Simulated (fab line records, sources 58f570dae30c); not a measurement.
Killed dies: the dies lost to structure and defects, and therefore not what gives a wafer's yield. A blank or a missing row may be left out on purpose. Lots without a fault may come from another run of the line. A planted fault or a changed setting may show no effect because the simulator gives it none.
fab line records :: flow berkeley-cmos170
record:
  lots: 6
  wafers: 18
  last-day: 13
route steps=331 shown ACTIVE@63
lots that met no fault: taken from a fault-free run of the same line
start-h: the number of hours between the record's first day and the start of the first shown wafer of the lot :: wait-h: hours elapsed since this lot's preceding step :: " same as the row above :: L1.1+2: one row covering several wafers at once :: - value missing, or start not given :: * or withheld: withheld :: < > ~ a bound
route shown NAME@n: names a module that has steps shown in the file, with the first one's number in the route :: usual: average and standard deviation across the fault-free wafers :: same: alike in all rows :: chamber/n: place in a boat :: sites: the reading at each site :: _std_site: standard deviation of those values :: _edge_site: the outer-site mean with the inner-site mean subtracted :: radius-mm: how far each site lies from the wafer's centre :: mask NAME#n: copy n :: behind: the tool/chamber that last shaped the wafer :: hold: reason for holding the lot/hours on hold/outcome of the hold :: device: names the non-switching transistor (n, p or np) :: end of line: tests of these same wafers at the route's end :: a step with no rows: only its recipe :: killed: dies lost to structure and defects at the first sort, not the wafer's yield :: map: shows each die of a wafer: x if killed, . if not, _ if none is there
set.NAME: the setting the step ran with; set.NAME@STEP: the setting that earlier step ran with :: model.NAME: the simulator's own value behind a step, which no gauge read
lots at selected steps of the route; one table per step, one row per wafer
services: the hour from which a tool's chamber was out of use, counted from the record's first day as start-h (under 0 if before that day), plus the number of hours and why
== steps ==
step: UCB170_ACTIVE_THK_MEAS_03
recipe:
  reads: SiO2_of_ACTIVE_OXIDATION_02
usual:
  ACTIVE_OXIDE_THK: 26.3/0.44
lot.wafer: L656.1
tool: film-metro-03
chamber: -
start-h: 92.82
wait-h: 0.0
ACTIVE_OXIDE_THK[nm]: 26.3

lot.wafer: L656.2
tool: film-metro-03
chamber: -
start-h: 92.82
wait-h: 0.0
ACTIVE_OXIDE_THK[nm]: 26.3

lot.wafer: L656.4
tool: film-metro-03
chamber: -
start-h: 92.82
wait-h: 0.0
ACTIVE_OXIDE_THK[nm]: 25.8

lot.wafer: L659.3
tool: film-metro-02
chamber: -
start-h: 113.53
wait-h: 0.0
ACTIVE_OXIDE_THK[nm]: 26.3

lot.wafer: L659.4
tool: film-metro-02
chamber: -
start-h: 113.53
wait-h: 0.0
ACTIVE_OXIDE_THK[nm]: 25.5

lot.wafer: L659.6
tool: film-metro-02
chamber: -
start-h: 113.53
wait-h: 0.0
ACTIVE_OXIDE_THK[nm]: 26.2

lot.wafer: L669.1
tool: film-metro-04
chamber: -
start-h: 158.93
wait-h: 0.0
ACTIVE_OXIDE_THK[nm]: 26.5

lot.wafer: L669.3
tool: film-metro-04
chamber: -
start-h: 158.93
wait-h: 0.0
ACTIVE_OXIDE_THK[nm]: 26.6

lot.wafer: L669.5
tool: film-metro-04
chamber: -
start-h: 158.93
wait-h: 0.0
ACTIVE_OXIDE_THK[nm]: 26.2

lot.wafer: L668.2
tool: film-metro-04
chamber: -
start-h: 159.00
wait-h: 0.1
ACTIVE_OXIDE_THK[nm]: 26.9

lot.wafer: L668.3
tool: film-metro-04
chamber: -
start-h: 159.00
wait-h: 0.1
ACTIVE_OXIDE_THK[nm]: 27.1

lot.wafer: L668.6
tool: film-metro-04
chamber: -
start-h: 159.00
wait-h: 0.1
ACTIVE_OXIDE_THK[nm]: 26.9

lot.wafer: L671.4
tool: film-metro-02
chamber: -
start-h: 166.85
wait-h: 0.0
ACTIVE_OXIDE_THK[nm]: 25.9

lot.wafer: L671.5
tool: film-metro-02
chamber: -
start-h: 166.85
wait-h: 0.0
ACTIVE_OXIDE_THK[nm]: 25.9

lot.wafer: L671.6
tool: film-metro-02
chamber: -
start-h: 166.85
wait-h: 0.0
ACTIVE_OXIDE_THK[nm]: 26.5

lot.wafer: L674.2
tool: film-metro-03
chamber: -
start-h: 195.78
wait-h: 0.0
ACTIVE_OXIDE_THK[nm]: 25.8

lot.wafer: L674.3
tool: film-metro-03
chamber: -
start-h: 195.78
wait-h: 0.0
ACTIVE_OXIDE_THK[nm]: 25.8

lot.wafer: L674.6
tool: film-metro-03
chamber: -
start-h: 195.78
wait-h: 0.0
ACTIVE_OXIDE_THK[nm]: 26.0
step: UCB170_ACTIVE_ANNEAL_04
recipe:
  temp-c: 1000
  time-s: 900
  ambient: N2
step: UCB170_ACTIVE_CVD_05
recipe:
  material: Si3N4
  target-thk-nm: 220
  temp-c: 800
  precursor: SiH2Cl2/NH3
  time-s: 3300
  pressure-mtorr: 200
  sih2cl2-flow-sccm: 25
  nh3-flow-sccm: 75
step: UCB170_ACTIVE_THK_MEAS_06
recipe:
  reads: Si3N4_of_ACTIVE_CVD_05
usual:
  ACTIVE_NITRIDE_THK: 220/3.1
lot.wafer: L656.1
tool: film-metro-03
chamber: -
start-h: 101.18
wait-h: 0.0
ACTIVE_NITRIDE_THK[nm]: 220

lot.wafer: L656.2
tool: film-metro-03
chamber: -
start-h: 101.18
wait-h: 0.0
ACTIVE_NITRIDE_THK[nm]: 220

lot.wafer: L656.4
tool: film-metro-03
chamber: -
start-h: 101.18
wait-h: 0.0
ACTIVE_NITRIDE_THK[nm]: 220

lot.wafer: L659.3
tool: film-metro-02
chamber: -
start-h: 120.41
wait-h: 0.0
ACTIVE_NITRIDE_THK[nm]: 218

lot.wafer: L659.4
tool: film-metro-02
chamber: -
start-h: 120.41
wait-h: 0.0
ACTIVE_NITRIDE_THK[nm]: 218

lot.wafer: L659.6
tool: film-metro-02
chamber: -
start-h: 120.41
wait-h: 0.0
ACTIVE_NITRIDE_THK[nm]: 218

lot.wafer: L669.1
tool: film-metro-02
chamber: -
start-h: 169.47
wait-h: 0.0
ACTIVE_NITRIDE_THK[nm]: 221

lot.wafer: L669.3
tool: film-metro-02
chamber: -
start-h: 169.47
wait-h: 0.0
ACTIVE_NITRIDE_THK[nm]: 221

lot.wafer: L669.5
tool: film-metro-02
chamber: -
start-h: 169.47
wait-h: 0.0
ACTIVE_NITRIDE_THK[nm]: 221

lot.wafer: L668.2
tool: film-metro-04
chamber: -
start-h: 169.48
wait-h: 0.0
ACTIVE_NITRIDE_THK[nm]: 222

lot.wafer: L668.3
tool: film-metro-04
chamber: -
start-h: 169.48
wait-h: 0.0
ACTIVE_NITRIDE_THK[nm]: 224

lot.wafer: L668.6
tool: film-metro-04
chamber: -
start-h: 169.48
wait-h: 0.0
ACTIVE_NITRIDE_THK[nm]: 223

lot.wafer: L671.4
tool: film-metro-03
chamber: -
start-h: 175.10
wait-h: 0.0
ACTIVE_NITRIDE_THK[nm]: 222

lot.wafer: L671.5
tool: film-metro-03
chamber: -
start-h: 175.10
wait-h: 0.0
ACTIVE_NITRIDE_THK[nm]: 221

lot.wafer: L671.6
tool: film-metro-03
chamber: -
start-h: 175.10
wait-h: 0.0
ACTIVE_NITRIDE_THK[nm]: 222

lot.wafer: L674.2
tool: film-metro-04
chamber: -
start-h: 203.72
wait-h: 0.0
ACTIVE_NITRIDE_THK[nm]: 217

lot.wafer: L674.3
tool: film-metro-04
chamber: -
start-h: 203.72
wait-h: 0.0
ACTIVE_NITRIDE_THK[nm]: 217

lot.wafer: L674.6
tool: film-metro-04
chamber: -
start-h: 203.72
wait-h: 0.0
ACTIVE_NITRIDE_THK[nm]: 219
step: UCB170_ACTIVE_HMDS_07
recipe:
  prime-time-s: 60
  prime-temp-c: 100
step: UCB170_ACTIVE_COAT_08
recipe:
  resist: KrF
  spin-rpm: 1500
  resist-thk-nm: 900
step: UCB170_ACTIVE_SOFTBAKE_09
recipe:
  resist: KrF
  temp-c: 130
  time-s: 60
step: UCB170_ACTIVE_EXPOSE_10
recipe:
  mask-id: ACTIVE
  target-cd-nm: 1200
  na: 0.5
  sigma-outer: 0.6
  source-shape: conventional
  dose-mj: 20
step: UCB170_ACTIVE_PEB_11
recipe:
  peb-temp-c: 130
  peb-time-s: withheld
  resist: KrF
step: UCB170_ACTIVE_DEVELOP_12
recipe:
  developer: TMAH
  develop-time-s: 45
  resist: KrF
  dev-temp-c: 21
step: UCB170_ACTIVE_CD_MEAS_13
recipe:
  target-cd-nm: 1200
usual:
  cd-nm: 1199.5/1.2
lot.wafer: L656.1
tool: cd-sem-01
chamber: -
start-h: 102.17
wait-h: -
cd-nm: 1202.1

lot.wafer: L656.2
tool: cd-sem-01
chamber: -
start-h: 102.17
wait-h: -
cd-nm: 1203.5

lot.wafer: L656.4
tool: cd-sem-01
chamber: -
start-h: 102.17
wait-h: -
cd-nm: 1200.7

lot.wafer: L659.3
tool: cd-sem-01
chamber: -
start-h: 121.73
wait-h: -
cd-nm: 1200.4

lot.wafer: L659.4
tool: cd-sem-01
chamber: -
start-h: 121.73
wait-h: -
cd-nm: 1201.1

lot.wafer: L659.6
tool: cd-sem-01
chamber: -
start-h: 121.73
wait-h: -
cd-nm: 1200.3

lot.wafer: L669.1
tool: cd-sem-01
chamber: -
start-h: 170.53
wait-h: -
cd-nm: 1197.7

lot.wafer: L669.3
tool: cd-sem-01
chamber: -
start-h: 170.53
wait-h: -
cd-nm: 1199.6

lot.wafer: L669.5
tool: cd-sem-01
chamber: -
start-h: 170.53
wait-h: -
cd-nm: 1197.6

lot.wafer: L668.2
tool: cd-sem-02
chamber: -
start-h: 171.28
wait-h: -
cd-nm: 1200.2

lot.wafer: L668.3
tool: cd-sem-02
chamber: -
start-h: 171.28
wait-h: -
cd-nm: 1198.0

lot.wafer: L668.6
tool: cd-sem-02
chamber: -
start-h: 171.28
wait-h: -
cd-nm: 1198.8

lot.wafer: L671.4
tool: cd-sem-01
chamber: -
start-h: 176.03
wait-h: -
cd-nm: 1198.5

lot.wafer: L671.5
tool: cd-sem-01
chamber: -
start-h: 176.03
wait-h: -
cd-nm: 1199.6

lot.wafer: L671.6
tool: cd-sem-01
chamber: -
start-h: 176.03
wait-h: -
cd-nm: 1198.7

lot.wafer: L674.2
tool: cd-sem-02
chamber: -
start-h: 204.63
wait-h: -
cd-nm: 1199.1

lot.wafer: L674.3
tool: cd-sem-02
chamber: -
start-h: 204.63
wait-h: -
cd-nm: 1199.9

lot.wafer: L674.6
tool: cd-sem-02
chamber: -
start-h: 204.63
wait-h: -
cd-nm: 1199.4
step: UCB170_ACTIVE_OVL_MEAS_14
usual:
  ACTIVE_OVL: 0/4.3
lot.wafer: L656.1
tool: overlay-01
chamber: -
start-h: 102.29
wait-h: 0.1
ACTIVE_OVL[nm]: -5

lot.wafer: L656.2
tool: overlay-01
chamber: -
start-h: 102.29
wait-h: 0.1
ACTIVE_OVL[nm]: -7

lot.wafer: L656.4
tool: overlay-01
chamber: -
start-h: 102.29
wait-h: 0.1
ACTIVE_OVL[nm]: -7

lot.wafer: L659.3
tool: overlay-02
chamber: -
start-h: 121.82
wait-h: 0.1
ACTIVE_OVL[nm]: 0

lot.wafer: L659.4
tool: overlay-02
chamber: -
start-h: 121.82
wait-h: 0.1
ACTIVE_OVL[nm]: 1

lot.wafer: L659.6
tool: overlay-02
chamber: -
start-h: 121.82
wait-h: 0.1
ACTIVE_OVL[nm]: 2

lot.wafer: L669.1
tool: overlay-01
chamber: -
start-h: 170.65
wait-h: 0.1
ACTIVE_OVL[nm]: 3

lot.wafer: L669.3
tool: overlay-01
chamber: -
start-h: 170.65
wait-h: 0.1
ACTIVE_OVL[nm]: 2

lot.wafer: L669.5
tool: overlay-01
chamber: -
start-h: 170.65
wait-h: 0.1
ACTIVE_OVL[nm]: 1

lot.wafer: L668.2
tool: overlay-01
chamber: -
start-h: 171.38
wait-h: 0.1
ACTIVE_OVL[nm]: -6

lot.wafer: L668.3
tool: overlay-01
chamber: -
start-h: 171.38
wait-h: 0.1
ACTIVE_OVL[nm]: -11

lot.wafer: L668.6
tool: overlay-01
chamber: -
start-h: 171.38
wait-h: 0.1
ACTIVE_OVL[nm]: -10

lot.wafer: L671.4
tool: overlay-02
chamber: -
start-h: 176.11
wait-h: 0.1
ACTIVE_OVL[nm]: 4

lot.wafer: L671.5
tool: overlay-02
chamber: -
start-h: 176.11
wait-h: 0.1
ACTIVE_OVL[nm]: 2

lot.wafer: L671.6
tool: overlay-02
chamber: -
start-h: 176.11
wait-h: 0.1
ACTIVE_OVL[nm]: -5

lot.wafer: L674.2
tool: overlay-02
chamber: -
start-h: 204.73
wait-h: 0.1
ACTIVE_OVL[nm]: 2

lot.wafer: L674.3
tool: overlay-02
chamber: -
start-h: 204.73
wait-h: 0.1
ACTIVE_OVL[nm]: 1

lot.wafer: L674.6
tool: overlay-02
chamber: -
start-h: 204.73
wait-h: 0.1
ACTIVE_OVL[nm]: 5
step: UCB170_ACTIVE_ETCH_15
recipe:
  chemistry: CH3F/Ar/O2
  target: Si3N4
  stop-on: SiO2
  CH3F_flow_sccm: 20
  Ar_flow_sccm: 50
  O2_flow_sccm: 7
  pressure-mtorr: 50
  rf-w: 450
  target-depth-a: 2420
  over-etch-frac: 0.09192
  time-s: 151
usual:
  drypump-motor-current-A: 5.7/0.36
  oes-product-au: 0.943/0.015
  rf-fwd-power-W: 448.4/1.3
  throttle-valve-pct: 8.05/0.11
same:
  over-etch-frac: 0.09192
lot.wafer: L656.1
tool: rie-diel-04
chamber: 3
start-h: 102.32
wait-h: 0.0
drypump-motor-current-A: 5.7
oes-product-au: 0.945
rf-fwd-power-W: 449.1
rf-hours-counter-h: 81
throttle-valve-pct: 8.08
model.KrF_of_ACTIVE_COAT_08.thk-nm: 726

lot.wafer: L656.2
tool: rie-diel-04
chamber: 1
start-h: 102.32
wait-h: 0.0
drypump-motor-current-A: 5.9
oes-product-au: 0.948
rf-fwd-power-W: 450.5
rf-hours-counter-h: 87
throttle-valve-pct: 8.09
model.KrF_of_ACTIVE_COAT_08.thk-nm: 731.5

lot.wafer: L656.4
tool: rie-diel-04
chamber: 2
start-h: 102.32
wait-h: 0.0
drypump-motor-current-A: 6.0
oes-product-au: 0.946
rf-fwd-power-W: 446.9
rf-hours-counter-h: 108
throttle-valve-pct: 8.09
model.KrF_of_ACTIVE_COAT_08.thk-nm: 718.8

lot.wafer: L659.3
tool: rie-diel-02
chamber: 3
start-h: 121.85
wait-h: 0.0
drypump-motor-current-A: 6.1
oes-product-au: 0.942
rf-fwd-power-W: 449.4
rf-hours-counter-h: 2
throttle-valve-pct: 8.01
model.KrF_of_ACTIVE_COAT_08.thk-nm: 735.5

lot.wafer: L659.4
tool: rie-diel-02
chamber: 0
start-h: 121.85
wait-h: 0.0
drypump-motor-current-A: 5.2
oes-product-au: 0.943
rf-fwd-power-W: 449.4
rf-hours-counter-h: 130
throttle-valve-pct: 8.18
model.KrF_of_ACTIVE_COAT_08.thk-nm: 736.3

lot.wafer: L659.6
tool: rie-diel-02
chamber: 0
start-h: 121.85
wait-h: 0.0
drypump-motor-current-A: 5.2
oes-product-au: 0.943
rf-fwd-power-W: 448.9
rf-hours-counter-h: -
throttle-valve-pct: 8.20
model.KrF_of_ACTIVE_COAT_08.thk-nm: 738.2

lot.wafer: L669.1
tool: rie-diel-02
chamber: 2
start-h: 170.69
wait-h: 0.0
drypump-motor-current-A: 6.0
oes-product-au: 0.911
rf-fwd-power-W: 376.9
rf-hours-counter-h: 2
throttle-valve-pct: 8.17
model.KrF_of_ACTIVE_COAT_08.thk-nm: 735.9

lot.wafer: L669.3
tool: rie-diel-02
chamber: 1
start-h: 170.69
wait-h: 0.0
drypump-motor-current-A: 5.3
oes-product-au: 0.960
rf-fwd-power-W: 378.7
rf-hours-counter-h: 108
throttle-valve-pct: 8.04
model.KrF_of_ACTIVE_COAT_08.thk-nm: 736.2

lot.wafer: L669.5
tool: rie-diel-02
chamber: 3
start-h: 170.69
wait-h: 0.0
drypump-motor-current-A: 6.1
oes-product-au: 0.949
rf-fwd-power-W: 377.5
rf-hours-counter-h: -
throttle-valve-pct: 8.01
model.KrF_of_ACTIVE_COAT_08.thk-nm: 733.5

lot.wafer: L668.2
tool: rie-diel-02
chamber: 3
start-h: 171.41
wait-h: 0.0
drypump-motor-current-A: 6.1
oes-product-au: 0.950
rf-fwd-power-W: 378.7
rf-hours-counter-h: 4
throttle-valve-pct: 8.00
model.KrF_of_ACTIVE_COAT_08.thk-nm: 741.7

lot.wafer: L668.3
tool: rie-diel-02
chamber: 2
start-h: 171.41
wait-h: 0.0
drypump-motor-current-A: 6.0
oes-product-au: 0.924
rf-fwd-power-W: 379.3
rf-hours-counter-h: 2
throttle-valve-pct: 8.16
model.KrF_of_ACTIVE_COAT_08.thk-nm: 737.3

lot.wafer: L668.6
tool: rie-diel-02
chamber: 3
start-h: 171.41
wait-h: 0.0
drypump-motor-current-A: 6.1
oes-product-au: 0.945
rf-fwd-power-W: 377.4
rf-hours-counter-h: -
throttle-valve-pct: 8.02
model.KrF_of_ACTIVE_COAT_08.thk-nm: 741.7

lot.wafer: L671.4
tool: rie-diel-03
chamber: 1
start-h: 176.18
wait-h: 0.1
drypump-motor-current-A: 5.4
oes-product-au: 0.963
rf-fwd-power-W: 448.2
rf-hours-counter-h: -
throttle-valve-pct: 8.13
model.KrF_of_ACTIVE_COAT_08.thk-nm: 725.2

lot.wafer: L671.5
tool: rie-diel-03
chamber: 2
start-h: 176.18
wait-h: 0.1
drypump-motor-current-A: 4.8
oes-product-au: 0.943
rf-fwd-power-W: 449.4
rf-hours-counter-h: -
throttle-valve-pct: 7.87
model.KrF_of_ACTIVE_COAT_08.thk-nm: 721.3

lot.wafer: L671.6
tool: rie-diel-03
chamber: 0
start-h: 176.18
wait-h: 0.1
drypump-motor-current-A: 6.0
oes-product-au: 0.948
rf-fwd-power-W: 448.1
rf-hours-counter-h: -
throttle-valve-pct: 8.06
model.KrF_of_ACTIVE_COAT_08.thk-nm: 726.9

lot.wafer: L674.2
tool: rie-diel-04
chamber: 2
start-h: 204.76
wait-h: 0.0
drypump-motor-current-A: 6.0
oes-product-au: 0.937
rf-fwd-power-W: 448.2
rf-hours-counter-h: 112
throttle-valve-pct: 8.07
model.KrF_of_ACTIVE_COAT_08.thk-nm: 720.1

lot.wafer: L674.3
tool: rie-diel-04
chamber: 1
start-h: 204.76
wait-h: 0.0
drypump-motor-current-A: 5.9
oes-product-au: 0.936
rf-fwd-power-W: 447.2
rf-hours-counter-h: 91
throttle-valve-pct: 8.08
model.KrF_of_ACTIVE_COAT_08.thk-nm: 733.8

lot.wafer: L674.6
tool: rie-diel-04
chamber: 1
start-h: 204.76
wait-h: 0.0
drypump-motor-current-A: 5.9
oes-product-au: 0.942
rf-fwd-power-W: 448.8
rf-hours-counter-h: -
throttle-valve-pct: 8.06
model.KrF_of_ACTIVE_COAT_08.thk-nm: 729.7
step: UCB170_ACTIVE_STRIP_16
recipe:
  chemistry: O2
  power-w: 400
  pressure-mtorr: 3500
  platen-temp-c: withheld
  o2-flow-sccm: 400
  overash-fraction: 0.5
usual:
  drypump-motor-current-A: 5.7/0.73
  o2-flow-sccm: 399.9/1.3
  oes-product-au: 0.721/0.0046
  strip-time-to-endpoint-s: 18.08/0.12
lot.wafer: L656.1
tool: plasma-asher-03
chamber: 0
start-h: 102.42
wait-h: 0.1
drypump-motor-current-A: 5.0
o2-flow-sccm: 398.8
oes-product-au: 0.727
rf-hours-counter-h: 36
strip-time-to-endpoint-s: 18.12

lot.wafer: L656.2
tool: plasma-asher-03
chamber: 1
start-h: 102.42
wait-h: 0.1
drypump-motor-current-A: 6.5
o2-flow-sccm: 400.9
oes-product-au: 0.725
rf-hours-counter-h: 36
strip-time-to-endpoint-s: 18.26

lot.wafer: L656.4
tool: plasma-asher-03
chamber: 0
start-h: 102.42
wait-h: 0.1
drypump-motor-current-A: 5.0
o2-flow-sccm: 400.5
oes-product-au: 0.720
rf-hours-counter-h: -
strip-time-to-endpoint-s: 17.95

lot.wafer: L659.3
tool: plasma-asher-01
chamber: 1
start-h: 121.98
wait-h: 0.1
drypump-motor-current-A: 6.2
o2-flow-sccm: 401.1
oes-product-au: 0.707
rf-hours-counter-h: -
strip-time-to-endpoint-s: 18.34

lot.wafer: L659.4
tool: plasma-asher-01
chamber: 0
start-h: 121.98
wait-h: 0.1
drypump-motor-current-A: 4.8
o2-flow-sccm: 400.3
oes-product-au: 0.723
rf-hours-counter-h: -
strip-time-to-endpoint-s: 18.37

lot.wafer: L659.6
tool: plasma-asher-01
chamber: 1
start-h: 121.98
wait-h: 0.1
drypump-motor-current-A: 6.2
o2-flow-sccm: 400.5
oes-product-au: 0.722
rf-hours-counter-h: -
strip-time-to-endpoint-s: 18.40

lot.wafer: L669.1
tool: plasma-asher-02
chamber: 0
start-h: 170.79
wait-h: 0.1
drypump-motor-current-A: 6.6
o2-flow-sccm: 399.8
oes-product-au: 0.718
rf-hours-counter-h: 4
strip-time-to-endpoint-s: 18.36

lot.wafer: L669.3
tool: plasma-asher-02
chamber: 1
start-h: 170.79
wait-h: 0.1
drypump-motor-current-A: 5.5
o2-flow-sccm: 400.1
oes-product-au: 0.730
rf-hours-counter-h: -
strip-time-to-endpoint-s: 18.37

lot.wafer: L669.5
tool: plasma-asher-02
chamber: 1
start-h: 170.79
wait-h: 0.1
drypump-motor-current-A: 5.5
o2-flow-sccm: 402.0
oes-product-au: 0.726
rf-hours-counter-h: -
strip-time-to-endpoint-s: 18.31

lot.wafer: L668.2
tool: plasma-asher-03
chamber: 0
start-h: 171.51
wait-h: 0.1
drypump-motor-current-A: 5.0
o2-flow-sccm: 399.7
oes-product-au: 0.724
rf-hours-counter-h: 44
strip-time-to-endpoint-s: 18.48

lot.wafer: L668.3
tool: plasma-asher-03
chamber: 0
start-h: 171.51
wait-h: 0.1
drypump-motor-current-A: 5.0
o2-flow-sccm: 400.9
oes-product-au: 0.717
rf-hours-counter-h: -
strip-time-to-endpoint-s: 18.41

lot.wafer: L668.6
tool: plasma-asher-03
chamber: 0
start-h: 171.51
wait-h: 0.1
drypump-motor-current-A: 5.0
o2-flow-sccm: 400.4
oes-product-au: 0.724
rf-hours-counter-h: -
strip-time-to-endpoint-s: 18.50

lot.wafer: L671.4
tool: plasma-asher-01
chamber: 1
start-h: 176.26
wait-h: 0.0
drypump-motor-current-A: 6.2
o2-flow-sccm: 399.1
oes-product-au: 0.723
rf-hours-counter-h: -
strip-time-to-endpoint-s: 18.09

lot.wafer: L671.5
tool: plasma-asher-01
chamber: 1
start-h: 176.26
wait-h: 0.0
drypump-motor-current-A: 6.2
o2-flow-sccm: 398.6
oes-product-au: 0.724
rf-hours-counter-h: -
strip-time-to-endpoint-s: 18.03

lot.wafer: L671.6
tool: plasma-asher-01
chamber: 0
start-h: 176.26
wait-h: 0.0
drypump-motor-current-A: 4.8
o2-flow-sccm: 398.6
oes-product-au: 0.723
rf-hours-counter-h: -
strip-time-to-endpoint-s: 18.14

lot.wafer: L674.2
tool: plasma-asher-01
chamber: 0
start-h: 204.86
wait-h: 0.1
drypump-motor-current-A: 4.8
o2-flow-sccm: 401.0
oes-product-au: 0.728
rf-hours-counter-h: 48
strip-time-to-endpoint-s: 17.99

lot.wafer: L674.3
tool: plasma-asher-01
chamber: 0
start-h: 204.86
wait-h: 0.1
drypump-motor-current-A: 4.8
o2-flow-sccm: 401.6
oes-product-au: 0.714
rf-hours-counter-h: -
strip-time-to-endpoint-s: 18.28

lot.wafer: L674.6
tool: plasma-asher-01
chamber: 0
start-h: 204.86
wait-h: 0.1
drypump-motor-current-A: 4.8
o2-flow-sccm: 402.2
oes-product-au: 0.714
rf-hours-counter-h: -
strip-time-to-endpoint-s: 18.21
step: UCB170_ACTIVE_CD_MEAS_90
recipe:
  target-cd-nm: 1200
usual:
  cd-nm: 1199.5/1.2
lot.wafer: L656.1
tool: cd-sem-01
chamber: -
start-h: 102.52
wait-h: 0.1
cd-nm: 1202.4

lot.wafer: L656.2
tool: cd-sem-01
chamber: -
start-h: 102.52
wait-h: 0.1
cd-nm: 1203.5

lot.wafer: L656.4
tool: cd-sem-01
chamber: -
start-h: 102.52
wait-h: 0.1
cd-nm: 1200.5

lot.wafer: L659.3
tool: cd-sem-02
chamber: -
start-h: 122.09
wait-h: 0.1
cd-nm: 1200.1

lot.wafer: L659.4
tool: cd-sem-02
chamber: -
start-h: 122.09
wait-h: 0.1
cd-nm: 1200.7

lot.wafer: L659.6
tool: cd-sem-02
chamber: -
start-h: 122.09
wait-h: 0.1
cd-nm: 1200.5

lot.wafer: L669.1
tool: cd-sem-01
chamber: -
start-h: 170.89
wait-h: 0.1
cd-nm: 1197.9

lot.wafer: L669.3
tool: cd-sem-01
chamber: -
start-h: 170.89
wait-h: 0.1
cd-nm: 1199.8

lot.wafer: L669.5
tool: cd-sem-01
chamber: -
start-h: 170.89
wait-h: 0.1
cd-nm: 1198.0

lot.wafer: L668.2
tool: cd-sem-02
chamber: -
start-h: 171.63
wait-h: 0.1
cd-nm: 1199.8

lot.wafer: L668.3
tool: cd-sem-02
chamber: -
start-h: 171.63
wait-h: 0.1
cd-nm: 1198.2

lot.wafer: L668.6
tool: cd-sem-02
chamber: -
start-h: 171.63
wait-h: 0.1
cd-nm: 1198.8

lot.wafer: L671.4
tool: cd-sem-01
chamber: -
start-h: 176.39
wait-h: 0.1
cd-nm: 1198.6

lot.wafer: L671.5
tool: cd-sem-01
chamber: -
start-h: 176.39
wait-h: 0.1
cd-nm: 1199.5

lot.wafer: L671.6
tool: cd-sem-01
chamber: -
start-h: 176.39
wait-h: 0.1
cd-nm: 1199.0

lot.wafer: L674.2
tool: cd-sem-02
chamber: -
start-h: 204.98
wait-h: 0.1
cd-nm: 1198.9

lot.wafer: L674.3
tool: cd-sem-02
chamber: -
start-h: 204.98
wait-h: 0.1
cd-nm: 1199.8

lot.wafer: L674.6
tool: cd-sem-02
chamber: -
start-h: 204.98
wait-h: 0.1
cd-nm: 1199.9
== services ==
tool: rie-diel-02
chamber: 2
start-h: 86.35
hours: -
kind: clean

tool: rie-diel-02
chamber: 2
start-h: 86.35
hours: 14.8
kind: scheduled-down

tool: rie-diel-02
chamber: 2
start-h: 86.35
hours: 14.8
kind: vent-cycle

tool: rie-diel-03
chamber: 1
start-h: 86.44
hours: 15.1
kind: repair

tool: plasma-asher-02
chamber: -
start-h: 101.13
hours: 2.1
kind: repair

tool: plasma-asher-03
chamber: -
start-h: 101.27
hours: 0.5
kind: repair

tool: plasma-asher-02
chamber: -
start-h: 108.75
hours: 9.0
kind: pm

tool: plasma-asher-02
chamber: 0
start-h: 108.75
hours: 9.0
kind: vent-cycle

tool: plasma-asher-02
chamber: 1
start-h: 108.75
hours: 9.0
kind: vent-cycle

tool: plasma-asher-02
chamber: 0
start-h: 117.75
hours: -
kind: clean

tool: plasma-asher-02
chamber: 1
start-h: 117.75
hours: -
kind: clean

tool: plasma-asher-02
chamber: -
start-h: 120.66
hours: 14.6
kind: pm

tool: rie-diel-03
chamber: 2
start-h: 135.03
hours: 4.1
kind: repair

tool: rie-diel-02
chamber: 3
start-h: 135.07
hours: 9.6
kind: repair

tool: rie-diel-03
chamber: 2
start-h: 140.04
hours: -
kind: clean

tool: rie-diel-03
chamber: 2
start-h: 140.04
hours: 14.2
kind: scheduled-down

tool: rie-diel-03
chamber: 2
start-h: 140.04
hours: 14.2
kind: vent-cycle

tool: rie-diel-04
chamber: 1
start-h: 143.07
hours: 13.3
kind: repair

tool: rie-diel-02
chamber: 2
start-h: 144.22
hours: 18.8
kind: repair

tool: rie-diel-03
chamber: 3
start-h: 154.25
hours: -
kind: clean

tool: rie-diel-03
chamber: 3
start-h: 154.25
hours: 24.8
kind: scheduled-down

tool: rie-diel-03
chamber: 3
start-h: 154.25
hours: 24.8
kind: vent-cycle

tool: rie-diel-02
chamber: 3
start-h: 196.48
hours: 14.0
kind: repair
== key ==
first-sign:
  step: UCB170_ACTIVE_ETCH_15
  reading: rf-fwd-power-W
  direction: down
  sigmas: 52
  usual: 448.4
  struck: 378.1
effect:
  step: UCB170_ACTIVE_STRIP_16
  reading: strip-time-to-endpoint-s
  direction: up
  sigmas: 2.6
  usual: *
  struck: *
model-effect:
  step: UCB170_ACTIVE_ETCH_15
  value: KrF_of_ACTIVE_COAT_08.thk-nm
  without: 724.3
  struck: 737.7
met-at UCB170_ACTIVE_ETCH_15
struck-wafers L668.2,L668.3,L668.6,L669.1,L669.3,L669.5
later-rows-left-out L668.2,L668.3,L668.6,L669.3,L669.5
sort-left-out L668.2,L668.3,L668.6,L669.1,L669.3,L669.5
tester-left-out L668,L669
onset-between 121.85 170.69
fault:
  kind: process-parameter-drift
  tool: rie-diel-02
  chamber: -
  onset-h: 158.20
  steps: UCB170_ACTIVE_ETCH_15
  channel: rf-w
  offset: -72
  shape: step
  end-h: 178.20
  acts-in: these-recipes-only
  stated: 450
tester-left-out: of these lots the tester's yield and bins aren't shown, on N5 and GAA mostly nor the transistor test; their killed dies are dies lost to structure and defects alone, not to doping, threshold or leakage, so they don't give the yield
sort-left-out: the simulated sort isn't trusted on such a fault, so these wafers' sort isn't shown, and their yield isn't known
later-rows-left-out: the simulator's readings of these wafers behind a module that went badly wrong aren't trusted and aren't shown, but for the sort
